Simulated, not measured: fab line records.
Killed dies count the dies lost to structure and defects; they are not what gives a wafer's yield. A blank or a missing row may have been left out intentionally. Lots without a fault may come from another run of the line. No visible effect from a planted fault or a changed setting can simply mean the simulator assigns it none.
Which tool did it?	flow berkeleyCmos170	7 lots, 21 wafers sampled, at 2 steps of a route of 331

== WHAT THE GAUGES READ, wafer by wafer ==
UCB170_M1_CD_MEAS_09: target cd 700 nm.
lot	measured	on	cdNm (nm)
L577	day 7 13:47	cdSem-01	698.5 696.8 698.0
L579	day 8 03:35	cdSem-02	699.7 699.1 698.5
L583	day 9 07:26	cdSem-02	701.9 698.6 701.2
L589	day 10 12:27	cdSem-01	699.7 698.1 699.7
L593	day 10 18:40	cdSem-02	700.3 700.8 700.9
L595	day 11 12:58	cdSem-01	699.1 698.8 698.6
L596	day 11 13:59	cdSem-01	699.3 700.4 698.3

== WHICH TOOL RAN EACH LOT (tool, then ch and the chambers of the sampled wafers, then the start) ==
lot	UCB170_CONTACT_ETCH_17
L577	rieDiel-02 ch 1,2,3, day 7 11:45
L579	rieDiel-04 ch 1,3, day 8 01:14
L583	rieDiel-03 ch 0,3, day 9 04:38
L589	rieDiel-03 ch 0,1,3, day 10 09:37
L593	rieDiel-03 ch 0,2,3, day 10 16:23
L595	rieDiel-04 ch 0,2,3, day 11 10:22
L596	rieDiel-04 ch 1,2, day 11 11:50
- UCB170_CONTACT_ETCH_17: etches BARC in N2/H2.

== THE ANSWER, worked out from the rows above alone ==
Rule: the lots themselves supply what counts as usual. The widest of any qualifying gaps counts: lots, ordered by their means at a reading, are off when they make up no more than a third of the lots, leave a main group of 4 or more, and stand apart from it by 3 or more times the standard deviation of that group's means. If all means in a main group match to the digits the tables above print for the reading, that group is not used. A lot without any number at a reading at which 4 lots or more have one is off too. All remaining lots with rows at the step are treated as sound.
Across all readings shown, no lot is off: no conclusion can be drawn from this.

== WHAT HAD BEEN PUT IN BY THE SIMULATOR ==
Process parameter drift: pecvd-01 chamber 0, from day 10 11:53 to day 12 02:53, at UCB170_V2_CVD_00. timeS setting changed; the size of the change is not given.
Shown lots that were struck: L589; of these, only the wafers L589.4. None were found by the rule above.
